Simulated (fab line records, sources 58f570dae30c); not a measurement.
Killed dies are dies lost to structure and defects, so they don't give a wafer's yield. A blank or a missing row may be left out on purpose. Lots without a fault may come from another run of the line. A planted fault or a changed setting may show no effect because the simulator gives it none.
Which tool did it? | flow berkeley_cmos170 | 15 lots, 45 wafers sampled, at 4 steps of a route of 331

WHAT THE GAUGES READ, wafer by wafer
UCB170_V1_THK_MEAS_04. Usual: V1_POLISHED_THK 1000.5 nm, standard deviation 1.
lot  | measured     | on            | V1_POLISHED_THK (nm) | flag
L823 | day 8 03:24  | film_metro-02 | 1002.8 1001.8 1002.4 |
L824 | day 8 03:24  | film_metro-03 | 1000.1 999.6 1001.2  |
L825 | day 8 12:39  | film_metro-03 | 1000.9 1000.7 1000.8 |
L826 | day 8 12:59  | film_metro-01 | 999.9 999.9 1000.0   |
L827 | day 8 12:39  | film_metro-02 | 999.4 998.9 999.7    |
L828 | day 8 16:35  | film_metro-01 | 1001.1 1000.8 999.3  |
L829 | day 9 01:11  | film_metro-01 | 999.6 1001.4 1001.0  |
L830 | day 8 16:37  | film_metro-03 | 1001.2 999.1 1000.7  |
L831 | day 9 08:46  | film_metro-01 | 1001.3 1000.0 1000.1 |
L838 | day 11 07:53 | film_metro-01 | 1000.9 1000.7 1001.6 |
L839 | day 11 10:23 | film_metro-02 | 1001.2 1000.3 998.5  |
L840 | day 11 10:23 | film_metro-03 | 1001.5 1000.9 999.4  |
L842 | day 12 08:38 | film_metro-03 | 1001.4 1001.6 1000.9 |
L843 | day 12 08:57 | film_metro-01 | 1002.7 1002.6 1001.8 |
L845 | day 12 19:52 | film_metro-02 | 1000.1 1000.8 1001.0 |

UCB170_V2_BOW_MEAS_03. Usual: V2_BOW 37 um, standard deviation 6.7.
lot  | measured     | on            | V2_BOW (um) | flag
L823 | day 8 09:41  | film_metro-02 | 41 42 47    |
L824 | day 8 09:01  | film_metro-03 | 33 33 31    |
L825 | day 8 21:30  | film_metro-03 | 26 40 44    |
L826 | day 8 21:11  | film_metro-02 | 30 29 22    |
L827 | day 8 21:08  | film_metro-04 | 29 38 45    |
L828 | day 8 22:08  | film_metro-02 | 39 33 37    |
L829 | day 9 06:11  | film_metro-03 | 35 31 35    |
L830 | day 8 22:02  | film_metro-03 | 37 38 40    |
L831 | day 9 13:52  | film_metro-03 | 24 26 27    |
L838 | day 11 18:59 | film_metro-02 | 48 31 33    |
L839 | day 11 19:19 | film_metro-02 | 40 36 29    |
L840 | day 11 18:46 | film_metro-03 | 39 33 33    |
L842 | day 12 14:36 | film_metro-02 | 43 41 41    |
L843 | day 12 14:46 | film_metro-04 | 46 51 20    |
L845 | day 13 02:24 | film_metro-03 | 32 45 39    |

WHICH TOOL RAN EACH LOT (tool, then ch and the chambers of the sampled wafers, then the start)
lot  | UCB170_ZERO_ETCH_06               | UCB170_BACKSIDE_STRIP_03
L823 | rie_diel-02 ch 0,1,2, day 1 20:04 | plasma_asher-04 ch 0,1, day 7 15:49
L824 | rie_diel-02 ch 0,1,3, day 1 21:50 | plasma_asher-01 ch 0,1, day 7 15:36
L825 | rie_diel-04 ch 0,2, day 2 02:17   | plasma_asher-01 ch 0,1, day 7 19:46
L826 | rie_diel-01 ch 0,1,2, day 2 08:59 | plasma_asher-04 ch 0,1, day 8 00:54
L827 | rie_diel-02 ch 0,2,3, day 2 14:07 | plasma_asher-02 ch 0,1, day 8 00:25
L828 | rie_diel-02 ch 0,1,2, day 2 20:56 | plasma_asher-02 ch 0,1, day 8 03:54
L829 | rie_diel-01 ch 1,2, day 3 00:11   | plasma_asher-02 ch 0,1, day 8 06:42
L830 | rie_diel-04 ch 0,1,2, day 3 06:33 | plasma_asher-04 ch 0,1, day 8 03:50
L831 | rie_diel-04 ch 1,2,3, day 3 12:23 | plasma_asher-01 ch 0,1, day 8 18:50
L838 | rie_diel-01 ch 1,3, day 4 21:40   | plasma_asher-01 ch 0,1, day 10 19:08
L839 | rie_diel-01 ch 0,1,2, day 5 07:51 | plasma_asher-01 ch 0,1, day 10 20:32
L840 | rie_diel-04 ch 1,2,3, day 5 12:59 | plasma_asher-01 ch 0,1, day 10 19:58
L842 | rie_diel-04 ch 0,2,3, day 5 22:10 | plasma_asher-02 ch 0,1, day 11 16:36
L843 | rie_diel-01 ch 1,2,3, day 6 02:43 | plasma_asher-04 ch 0,1, day 11 16:38
L845 | rie_diel-02 ch 0,3, day 6 15:55   | plasma_asher-02 ch 0,1, day 12 05:01
- UCB170_ZERO_ETCH_06: etches SiO2 in CHF3/CF4/Ar, time 12 s.
- UCB170_BACKSIDE_STRIP_03: strips in O2.

WHAT THE TOOLS THEMSELVES READ (means of the sampled wafers that have a number; where no wafer has one, the mark that the record gives instead)
UCB170_ZERO_ETCH_06. Usual: drypump_motor_current_A 5.9 A, standard deviation 0.36; oes_product_au 0.618 a.u., standard deviation 0.01; throttle_valve_pct 9.27 %, standard deviation 0.1.
lot  | tool        | drypump_motor_current_A (A) | oes_product_au (a.u.) | throttle_valve_pct (%) | flag
L823 | rie_diel-02 | 5.8                         | 0.613                 | 9.17                   |
L824 | rie_diel-02 | 5.6                         | 0.621                 | 9.24                   |
L825 | rie_diel-04 | 6.3                         | 0.615                 | 9.26                   |
L826 | rie_diel-01 | 6.1                         | 0.625                 | 9.30                   |
L827 | rie_diel-02 | 5.7                         | 0.620                 | 9.26                   |
L828 | rie_diel-02 | 5.8                         | 0.610                 | 9.16                   |
L829 | rie_diel-01 | 6.0                         | 0.618                 | 9.33                   |
L830 | rie_diel-04 | 6.1                         | 0.618                 | 9.34                   |
L831 | rie_diel-04 | 6.0                         | 0.617                 | 9.37                   |
L838 | rie_diel-01 | 5.9                         | 0.631                 | 9.31                   |
L839 | rie_diel-01 | 6.1                         | 0.625                 | 9.29                   |
L840 | rie_diel-04 | 6.0                         | 0.618                 | 9.35                   |
L842 | rie_diel-04 | 6.2                         | 0.612                 | 9.30                   |
L843 | rie_diel-01 | 5.8                         | 0.622                 | 9.29                   |
L845 | rie_diel-02 | 5.4                         | 0.621                 | 9.34                   |

UCB170_BACKSIDE_STRIP_03. Usual: drypump_motor_current_A 5.6 A, standard deviation 0.6; oes_product_au 0.734 a.u., standard deviation 0.0044; strip_time_to_endpoint_s 21.99 s, standard deviation 0.064.
lot  | tool            | drypump_motor_current_A (A) | oes_product_au (a.u.) | strip_time_to_endpoint_s (s) | flag
L823 | plasma_asher-04 | 6.4                         | 0.733                 | 22.00                        |
L824 | plasma_asher-01 | 5.1                         | 0.735                 | 22.01                        |
L825 | plasma_asher-01 | 5.1                         | 0.735                 | 22.01                        |
L826 | plasma_asher-04 | 6.1                         | 0.734                 | 22.01                        |
L827 | plasma_asher-02 | 5.9                         | 0.733                 | 22.01                        |
L828 | plasma_asher-02 | 5.5                         | 0.738                 | 21.98                        |
L829 | plasma_asher-02 | 5.9                         | 0.733                 | 21.96                        |
L830 | plasma_asher-04 | 6.3                         | 0.737                 | 22.04                        |
L831 | plasma_asher-01 | 5.1                         | 0.732                 | 22.02                        |
L838 | plasma_asher-01 | 5.1                         | 0.752                 | 21.18                        | OFF
L839 | plasma_asher-01 | 5.1                         | 0.755                 | 21.28                        | OFF
L840 | plasma_asher-01 | 5.0                         | 0.775                 | 20.56                        | OFF
L842 | plasma_asher-02 | 5.9                         | 0.735                 | 22.11                        |
L843 | plasma_asher-04 | 6.1                         | 0.734                 | 22.01                        |
L845 | plasma_asher-02 | 5.9                         | 0.733                 | 21.94                        |

THE ANSWER, worked out from the rows above alone
Rule: a lot is off if the mean of its wafers that have a number lies more than 3 standard deviations from the usual mean. A lot without any number at a reading at which 4 lots or more have one is off too. The other lots that the step has rows for count as sound. The gauges are gone through in route order, then the tools' own readings, and for those a lot's mean is taken as printed above. The first step at which some lot is off is used, and at that step the reading that is off furthest; a lot without a number counts as furthest.
Off: L838, L839, L840, at UCB170_BACKSIDE_STRIP_03 (strip_time_to_endpoint_s).
A tool fits if, at that step or a process step before it, it ran every lot that is off, and no sound lot after the first of them. One fits: plasma_asher-01 at UCB170_BACKSIDE_STRIP_03. Its last sound lot is L831 (day 8 18:50), its first lot that is off L838 (day 10 19:08): a fault that began between those two fits.
The tool's own readings at UCB170_BACKSIDE_STRIP_03 bear it out: on the lots that are off they differ by more than 5 times the standard deviation of the sound lots' means. oes_product_au reads 0.761 a.u. there against 0.734 a.u. on the sound lots; strip_time_to_endpoint_s reads 21.01 s there against 22.01 s on the sound lots.

WHAT THE SIMULATOR HAD PUT IN
Process parameter drift: plasma_asher-01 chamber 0, from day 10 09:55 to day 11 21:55, at UCB170_BACKSIDE_STRIP_03. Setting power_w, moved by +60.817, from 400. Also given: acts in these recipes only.
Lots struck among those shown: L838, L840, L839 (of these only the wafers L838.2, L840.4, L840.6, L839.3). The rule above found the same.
